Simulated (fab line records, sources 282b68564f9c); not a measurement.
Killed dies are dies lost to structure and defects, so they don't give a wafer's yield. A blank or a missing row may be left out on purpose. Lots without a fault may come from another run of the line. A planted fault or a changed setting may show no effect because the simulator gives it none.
Which tool did it? | flow rit_cmos | 7 lots, 21 wafers sampled, at 2 steps of a route of 202

WHAT THE GAUGES READ, wafer by wafer
RIT_ACTIVE_CD_MEAS_11: target cd 1400 nm.
lot  | measured    | on        | cd_nm (nm)
L680 | day 1 19:39 | cd_sem-02 | 1400.7 1399.0 1399.3
L682 | day 2 05:35 | cd_sem-01 | 1410.7 1410.4 1409.8
L686 | day 3 03:19 | cd_sem-02 | 1407.3 1404.5 1409.0
L691 | day 4 05:44 | cd_sem-02 | 1404.8 1405.1 1404.4
L694 | day 4 19:04 | cd_sem-01 | 1404.7 1406.8 1404.6
L699 | day 5 19:17 | cd_sem-01 | 1402.8 1398.7 1400.6
L702 | day 6 10:46 | cd_sem-01 | 1402.4 1404.8 1403.3

WHICH TOOL RAN EACH LOT (tool, then ch and the chambers of the sampled wafers, then the start)
lot  | RIT_ACTIVE_EXPOSE_08
L680 | iline_stepper-01 ch 0, day 1 19:14
L682 | iline_stepper-01 ch 0, day 2 05:11
L686 | iline_stepper-01 ch 0, day 3 02:55
L691 | iline_stepper-02 ch 0, day 4 05:20
L694 | iline_stepper-02 ch 0, day 4 18:40
L699 | iline_stepper-02 ch 0, day 5 18:53
L702 | iline_stepper-02 ch 0, day 6 10:20
- RIT_ACTIVE_EXPOSE_08: exposes mask M1, target cd 1400 nm.

THE ANSWER, worked out from the rows above alone
Rule: what is usual is taken from the lots themselves. Put in order of their means at a reading, lots are off if they are a third of the lots or fewer, leave a main group of 4 or more, and stand apart from it by a gap of 3 or more times the standard deviation of the main group's means; of several such gaps the widest counts. A main group whose means are all the same, to the digits that the tables above print for the reading, isn't used. A lot without any number at a reading at which 4 lots or more have one is off too. The other lots that the step has rows for count as sound.
No lot is off at any reading shown: from this, nothing can be told.

WHAT THE SIMULATOR HAD PUT IN
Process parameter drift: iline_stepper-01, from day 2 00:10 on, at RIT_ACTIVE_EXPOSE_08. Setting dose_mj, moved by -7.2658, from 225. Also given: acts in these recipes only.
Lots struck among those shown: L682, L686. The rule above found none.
